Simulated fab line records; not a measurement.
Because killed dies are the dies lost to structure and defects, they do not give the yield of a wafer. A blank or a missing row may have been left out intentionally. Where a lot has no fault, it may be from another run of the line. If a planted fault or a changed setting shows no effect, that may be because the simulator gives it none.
Which tool was responsible? | flow berkeleyCmos170 | 14 lots with 42 wafers sampled at 3 steps, on a route of 331 steps

## WHAT EACH GAUGE READ, for each wafer
UCB170_M3_CD_MEAS_90: target cd 700 nm.
lot  | measured     | on       | cdNm (nm)
L769 | day 9 17:44  | cdSem-02 | 696 706 705
L770 | day 9 19:03  | cdSem-02 | 698 695 699
L772 | day 10 09:41 | cdSem-02 | 700 700 700
L773 | day 10 13:16 | cdSem-01 | 697 694 698
L774 | day 10 16:22 | cdSem-01 | 704 706 705
L779 | day 11 19:11 | cdSem-01 | 715 708 711 714 708 711
L780 | day 11 23:12 | cdSem-01 | 691 698 694
L783 | day 12 12:41 | cdSem-02 | 702 700 703
L781 | day 12 15:40 | cdSem-02 | 704 710 705
L786 | day 12 18:24 | cdSem-01 | 695 694 693
L784 | day 12 22:32 | cdSem-01 | 698 695 697
L787 | day 13 01:36 | cdSem-01 | 699 697 696
L789 | day 14 09:35 | cdSem-02 | 701 702 700
L790 | day 14 11:11 | cdSem-02 | 699 700 698

## EACH LOT AND THE TOOL THAT RAN IT (in order: tool; ch and the chambers of the sampled wafers; start)
lot  | UCB170_M3_METAL_ETCH_18          | UCB170_M3_STRIP_19
L769 | rieMetal-02 ch 0,1, day 9 17:26  | plasmaAsher-03 ch 0,1, day 9 17:38
L770 | rieMetal-01 ch 0,1, day 9 18:46  | plasmaAsher-02 ch 0,1, day 9 18:57
L772 | rieMetal-04 ch 0,1, day 10 09:24 | plasmaAsher-01 ch 1, day 10 09:35
L773 | rieMetal-02 ch 0,1, day 10 12:57 | plasmaAsher-02 ch 0,1, day 10 13:08
L774 | rieMetal-04 ch 0,1, day 10 16:03 | plasmaAsher-02 ch 0,1, day 10 16:14
L779 | rieMetal-02 ch 0,1, day 11 18:55 | plasmaAsher-03 ch 0,1, day 11 19:05
L780 | rieMetal-01 ch 0,1, day 11 22:51 | plasmaAsher-02 ch 0,1, day 11 23:06
L783 | rieMetal-04 ch 0,1, day 12 12:25 | plasmaAsher-03 ch 0,1, day 12 12:35
L781 | rieMetal-02 ch 0,1, day 12 15:24 | plasmaAsher-03 ch 0,1, day 12 15:34
L786 | rieMetal-01 ch 0,1, day 12 18:07 | plasmaAsher-01 ch 0,1, day 12 18:18
L784 | rieMetal-01 ch 0,1, day 12 22:15 | plasmaAsher-01 ch 0,1, day 12 22:26
L787 | rieMetal-04 ch 1, day 13 01:19   | plasmaAsher-01 ch 0,1, day 13 01:30
L789 | rieMetal-01 ch 0, day 14 09:11   | plasmaAsher-01 ch 0,1, day 14 09:29
L790 | rieMetal-01 ch 0, day 14 10:43   | plasmaAsher-02 ch 0,1, day 14 11:05
- UCB170_M3_METAL_ETCH_18: etches Al in Cl2/BCl3, stops on SiO2, target depth 1170 nm, time 195 s.
- UCB170_M3_STRIP_19: strips in O2.

## WHAT THE TOOLS THEMSELVES READ (means of the sampled wafers that have a number; where no wafer has one, the mark that the record gives instead)
UCB170_M3_METAL_ETCH_18.
lot  | tool        | drypumpMotorCurrentA (A) | oesProductAu (a.u.) | rfFwdPowerW (W) | throttleValvePct (%)
L769 | rieMetal-02 | 5.2                      | 0.869               | 597.7           | 24.54
L770 | rieMetal-01 | 5.8                      | 0.850               | 598.3           | 24.30
L772 | rieMetal-04 | 5.6                      | 0.869               | 597.3           | 24.52
L773 | rieMetal-02 | 5.3                      | 0.868               | 598.2           | 24.70
L774 | rieMetal-04 | 5.8                      | 0.860               | 597.5           | 24.38
L779 | rieMetal-02 | 5.3                      | 0.863               | 597.9           | 24.70
L780 | rieMetal-01 | 5.7                      | 0.847               | 594.4           | 24.25
L783 | rieMetal-04 | 5.8                      | 0.861               | 596.8           | 24.38
L781 | rieMetal-02 | 5.2                      | 0.863               | 598.6           | 24.71
L786 | rieMetal-01 | 5.7                      | 0.845               | 600.9           | 24.26
L784 | rieMetal-01 | 5.7                      | 0.844               | 598.7           | 24.26
L787 | rieMetal-04 | 5.3                      | 0.869               | 599.1           | 24.64
L789 | rieMetal-01 | 6.0                      | 0.846               | 598.6           | 24.34
L790 | rieMetal-01 | 6.0                      | 0.859               | 592.9           | 24.34

UCB170_M3_STRIP_19.
lot  | tool           | drypumpMotorCurrentA (A) | oesProductAu (a.u.)
L769 | plasmaAsher-03 | 6.2                      | 0.531
L770 | plasmaAsher-02 | 5.2                      | 0.554
L772 | plasmaAsher-01 | 4.8                      | 0.551
L773 | plasmaAsher-02 | 5.2                      | 0.529
L774 | plasmaAsher-02 | 5.2                      | 0.555
L779 | plasmaAsher-03 | 6.2                      | 0.695
L780 | plasmaAsher-02 | 5.8                      | 0.555
L783 | plasmaAsher-03 | 6.2                      | 0.556
L781 | plasmaAsher-03 | 6.2                      | 0.699
L786 | plasmaAsher-01 | 4.9                      | 0.548
L784 | plasmaAsher-01 | 5.1                      | 0.542
L787 | plasmaAsher-01 | 4.9                      | 0.556
L789 | plasmaAsher-01 | 4.9                      | 0.553
L790 | plasmaAsher-02 | 5.8                      | 0.562

## THE ANSWER, worked out from the rows above alone
Rule: the lots themselves supply what counts as usual. The widest of any qualifying gaps counts: lots, ordered by their means at a reading, are off when they make up no more than a third of the lots, leave a main group of 4 or more, and stand apart from it by 3 or more times the standard deviation of that group's means. The tables above print the reading to a certain number of digits; a main group whose means all agree to those digits is not used. A lot without any number at a reading at which 4 lots or more have one is off too. Where the step has rows for the other lots, those lots are counted as sound. Order of review: gauges by route order, followed by the tools' own readings, for which a lot's mean as printed above is used. At the first step where some lot is off, the reading lying furthest off is the one used; lots without a number count as furthest.
Off at UCB170_M3_STRIP_19 (oesProductAu): L779, L781. The main group: mean 0.549 a.u., standard deviation 0.0098.
A tool fits if, at that step or a process step before it, it ran every lot that is off, and no sound lot after the first of them. One fits: UCB170_M3_METAL_ETCH_18 on rieMetal-02. Its last sound lot is L773 (day 10 12:57), its first lot that is off L779 (day 11 18:55): a fault that began between those two fits.

## WHAT THE SIMULATOR HAD INSERTED
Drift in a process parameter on rieMetal-02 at UCB170_M3_METAL_ETCH_18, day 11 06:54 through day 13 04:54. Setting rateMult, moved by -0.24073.
Shown lots that were struck: L779, L781. Same finding as the rule above.
